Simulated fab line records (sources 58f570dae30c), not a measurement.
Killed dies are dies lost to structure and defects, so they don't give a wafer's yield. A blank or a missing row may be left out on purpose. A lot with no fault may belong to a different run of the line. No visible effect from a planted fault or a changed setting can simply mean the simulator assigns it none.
Which tool is to blame? || flow berkeleyCmos170 || 7 lots, 21 wafers sampled, at 3 steps of a route of 331

WHAT EACH GAUGE READ, for each wafer
UCB170_M3_THK_MEAS_03: measures by xrf.
{"lot": "L158", "measured": "day 10 02:43", "on": "filmMetro-02", "M3_AL_THK (nm)": "896 900 906"}
{"lot": "L160", "measured": "day 10 16:59", "on": "filmMetro-03", "M3_AL_THK (nm)": "898 889 898"}
{"lot": "L162", "measured": "day 10 22:02", "on": "filmMetro-02", "M3_AL_THK (nm)": "884 884 882"}
{"lot": "L168", "measured": "day 11 19:17", "on": "filmMetro-03", "M3_AL_THK (nm)": "888 884 890"}
{"lot": "L169", "measured": "day 11 22:31", "on": "filmMetro-02", "M3_AL_THK (nm)": "897 906 893"}
{"lot": "L173", "measured": "day 13 00:47", "on": "filmMetro-02", "M3_AL_THK (nm)": "900 898 893"}
{"lot": "L175", "measured": "day 13 07:42", "on": "filmMetro-03", "M3_AL_THK (nm)": "890 899 882"}

WHAT TOOL EACH LOT RAN ON (gives the tool, then ch and the chambers of the sampled wafers, and finally the start)
{"lot": "L158", "UCB170_V1_CVD_00": "pecvd-04 ch 0,2, day 9 17:34", "UCB170_V2_CVD_00": "pecvd-03 ch 0,1,2, day 9 23:38"}
{"lot": "L160", "UCB170_V1_CVD_00": "pecvd-04 ch 0,2, day 10 06:40", "UCB170_V2_CVD_00": "pecvd-02 ch 0,1, day 10 13:48"}
{"lot": "L162", "UCB170_V1_CVD_00": "pecvd-03 ch 0,1, day 10 08:05", "UCB170_V2_CVD_00": "pecvd-03 ch 0,1, day 10 18:49"}
{"lot": "L168", "UCB170_V1_CVD_00": "pecvd-04 ch 0,2, day 11 11:02", "UCB170_V2_CVD_00": "pecvd-03 ch 0,1,2, day 11 16:09"}
{"lot": "L169", "UCB170_V1_CVD_00": "pecvd-03 ch 0,1, day 11 14:08", "UCB170_V2_CVD_00": "pecvd-01 ch 0,1,2, day 11 19:31"}
{"lot": "L173", "UCB170_V1_CVD_00": "pecvd-03 ch 1,2, day 12 16:22", "UCB170_V2_CVD_00": "pecvd-03 ch 0,2, day 12 21:52"}
{"lot": "L175", "UCB170_V1_CVD_00": "pecvd-01 ch 0,1,2, day 12 23:48", "UCB170_V2_CVD_00": "pecvd-01 ch 0,1,2, day 13 04:56"}
- UCB170_V1_CVD_00: deposits SiO2 from TEOS/O2, target thk 2000 nm, time 250 s.
- UCB170_V2_CVD_00: deposits SiO2 from TEOS/O2, target thk 2000 nm, time 250 s.

THE ANSWER, worked out from the rows above alone
Rule: the lots themselves supply what counts as usual. The widest of any qualifying gaps counts: lots, ordered by their means at a reading, are off when they make up no more than a third of the lots, leave a main group of 4 or more, and stand apart from it by 3 or more times the standard deviation of that group's means. If all means in a main group match to the digits the tables above print for the reading, that group is not used. A lot without any number at a reading at which 4 lots or more have one is off too. The other lots that the step has rows for count as sound.
No lot is off on any of the readings shown, so nothing can be concluded from this.

WHAT THE SIMULATOR PUT IN
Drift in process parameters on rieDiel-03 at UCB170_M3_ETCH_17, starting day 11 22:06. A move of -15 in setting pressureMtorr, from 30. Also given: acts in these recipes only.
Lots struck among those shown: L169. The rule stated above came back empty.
